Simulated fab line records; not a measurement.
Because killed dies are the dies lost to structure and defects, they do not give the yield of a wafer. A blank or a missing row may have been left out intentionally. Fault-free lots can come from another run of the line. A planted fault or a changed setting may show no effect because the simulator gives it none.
Split-lot experiment :: flow rit_cmos :: 23 wafers read across 5 lots, on a route 202 steps long

== SPLIT DETAILS ==
At RIT_NLDD_IMPLANT_08, the setting energy_kev was moved away from the recipe's 20 on 11 of the 23 wafers read, by -3.1% to +5.4%. This setting was run at the recipe's value on the other wafers.

The split's own step is where the reading is taken.

== THE READING ==
In nm, at RIT_NLDD_IMPLANT_08: implant.drp_nm, which is the simulator's own figure and was read by no gauge. No usual value for it is given in the file.

wafer: L075.1
tool, chamber at the split: implanter-01, 0
energy_kev as run: 21
against the recipe: +5.0%
implant.drp_nm, nm: 13.36
against lot-mates on the recipe: +0.39

wafer: L075.2
tool, chamber at the split: implanter-01, 0
energy_kev as run: 21
against the recipe: +5.0%
implant.drp_nm, nm: 13.36
against lot-mates on the recipe: +0.39

wafer: L075.6
tool, chamber at the split: implanter-01, 0
energy_kev as run: 21
against the recipe: +5.0%
implant.drp_nm, nm: 13.36
against lot-mates on the recipe: +0.39

wafer: L075.3
tool, chamber at the split: implanter-01, 0
energy_kev as run: 20
against the recipe: recipe
implant.drp_nm, nm: 12.97
against lot-mates on the recipe: -

wafer: L075.4
tool, chamber at the split: implanter-01, 0
energy_kev as run: 20
against the recipe: recipe
implant.drp_nm, nm: 12.97
against lot-mates on the recipe: -

wafer: L076.1
tool, chamber at the split: implanter-01, 0
energy_kev as run: 21.07
against the recipe: +5.4%
implant.drp_nm, nm: 13.38
against lot-mates on the recipe: +0.41

wafer: L076.3
tool, chamber at the split: implanter-01, 0
energy_kev as run: 21.07
against the recipe: +5.4%
implant.drp_nm, nm: 13.38
against lot-mates on the recipe: +0.41

wafer: L076.6
tool, chamber at the split: implanter-01, 0
energy_kev as run: 21.07
against the recipe: +5.4%
implant.drp_nm, nm: 13.38
against lot-mates on the recipe: +0.41

wafer: L076.2
tool, chamber at the split: implanter-01, 0
energy_kev as run: 20
against the recipe: recipe
implant.drp_nm, nm: 12.97
against lot-mates on the recipe: -

wafer: L076.4
tool, chamber at the split: implanter-01, 0
energy_kev as run: 20
against the recipe: recipe
implant.drp_nm, nm: 12.97
against lot-mates on the recipe: -

wafer: L079.2
tool, chamber at the split: implanter-04, 0
energy_kev as run: 20
against the recipe: recipe
implant.drp_nm, nm: 12.97
against lot-mates on the recipe: -

wafer: L079.6
tool, chamber at the split: implanter-04, 0
energy_kev as run: 20
against the recipe: recipe
implant.drp_nm, nm: 12.97
against lot-mates on the recipe: -

wafer: L079.3
tool, chamber at the split: implanter-04, 0
energy_kev as run: 19.37
against the recipe: -3.1%
implant.drp_nm, nm: 12.72
against lot-mates on the recipe: -0.25

wafer: L079.4
tool, chamber at the split: implanter-04, 0
energy_kev as run: 19.37
against the recipe: -3.1%
implant.drp_nm, nm: 12.72
against lot-mates on the recipe: -0.25

wafer: L079.5
tool, chamber at the split: implanter-04, 0
energy_kev as run: 19.37
against the recipe: -3.1%
implant.drp_nm, nm: 12.72
against lot-mates on the recipe: -0.25

wafer: L083.1
tool, chamber at the split: implanter-03, 0
energy_kev as run: 20
against the recipe: recipe
implant.drp_nm, nm: 12.97
against lot-mates on the recipe: -

wafer: L083.4
tool, chamber at the split: implanter-03, 0
energy_kev as run: 20
against the recipe: recipe
implant.drp_nm, nm: 12.97
against lot-mates on the recipe: -

wafer: L083.6
tool, chamber at the split: implanter-03, 0
energy_kev as run: 20
against the recipe: recipe
implant.drp_nm, nm: 12.97
against lot-mates on the recipe: -

wafer: L083.3
tool, chamber at the split: implanter-03, 0
energy_kev as run: 21.04
against the recipe: +5.2%
implant.drp_nm, nm: 13.37
against lot-mates on the recipe: +0.40

wafer: L083.5
tool, chamber at the split: implanter-03, 0
energy_kev as run: 21.04
against the recipe: +5.2%
implant.drp_nm, nm: 13.37
against lot-mates on the recipe: +0.40

wafer: L085.1
tool, chamber at the split: implanter-03, 0
energy_kev as run: 20
against the recipe: recipe
implant.drp_nm, nm: 12.97
against lot-mates on the recipe: -

wafer: L085.3
tool, chamber at the split: implanter-03, 0
energy_kev as run: 20
against the recipe: recipe
implant.drp_nm, nm: 12.97
against lot-mates on the recipe: -

wafer: L085.6
tool, chamber at the split: implanter-03, 0
energy_kev as run: 20
against the recipe: recipe
implant.drp_nm, nm: 12.97
against lot-mates on the recipe: -

FIT RESULTS
A straight line over all 23 wafers: implant.drp_nm changes by +0.0776 nm for each +1% of energy_kev; r = +1.00; the points scatter about the line by 0.0028 nm.
The same after taking each lot's own level away (the mean of its wafers on the recipe; 23 wafers): +0.0776 nm for each +1%; r = +1.00; scatter 0.0028 nm.
Per that fit: largest energy_kev move, reading shift of 0.42 nm.
The lots' own levels span 12.970 to 12.970 nm.
The two slopes are in agreement: the lot-to-lot level therefore moves the slope only a little.
Check: for one of the wafers moved furthest among these (+5.4%), held out of the fit, the line's prediction against its lot-mates is +0.414 nm. Against them it came out at +0.41 nm.

== THESE WAFERS: OTHER SPLITS ==
Before the reading, these wafers also passed through other splits. Each is held against what the fit with the lots' levels taken away leaves over:
other split on the same wafers: RIT_ACTIVE_CVD_03 pressure_mtorr
wafers away from the commonest value: 15
r with implant.drp_nm (lot level and that fit taken away): -0.06

other split on the same wafers: RIT_FOX1_OXIDATION_00 ox_time_s
wafers away from the commonest value: 18
r with implant.drp_nm (lot level and that fit taken away): -0.27

other split on the same wafers: RIT_NWELL_COAT_01 resist_thk_nm
wafers away from the commonest value: 7
r with implant.drp_nm (lot level and that fit taken away): +0.46

other split on the same wafers: RIT_NWELL_IMPLANT_08 dose_cm2
wafers away from the commonest value: 11
r with implant.drp_nm (lot level and that fit taken away): +0.18

other split on the same wafers: RIT_PWELL_DEVELOP_05 develop_time_s
wafers away from the commonest value: 11
r with implant.drp_nm (lot level and that fit taken away): +0.01

other split on the same wafers: RIT_NRETRO_COAT_01 resist_thk_nm
wafers away from the commonest value: 8
r with implant.drp_nm (lot level and that fit taken away): -0.09

other split on the same wafers: RIT_GATE_OXIDATION_05 temp_c
wafers away from the commonest value: 10
r with implant.drp_nm (lot level and that fit taken away): +0.54

other split on the same wafers: RIT_GATE_EXPOSE_13 dose_mj
wafers away from the commonest value: 7
r with implant.drp_nm (lot level and that fit taken away): +0.06

other split on the same wafers: RIT_GATE_ETCH_19 over_etch_frac
wafers away from the commonest value: 7
r with implant.drp_nm (lot level and that fit taken away): -0.12

== THE WHOLE CHAIN: every reading that the file lists as answering this split, in the file's order ==
step: RIT_NLDD_IMPLANT_08
what it does: 
reading: implant.rp_nm (the simulator's own value, which no gauge read)
change (the file's fit): +0.184 nm for each +1% of the setting
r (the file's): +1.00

step: RIT_NLDD_IMPLANT_08
what it does: 
reading: implant.drp_nm (the simulator's own value, which no gauge read)
change (the file's fit): +0.0776 nm for each +1% of the setting
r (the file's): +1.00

== FILE'S OWN FIT ==
implant.drp_nm changes by +0.0776 nm for each +1% of energy_kev, r = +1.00.
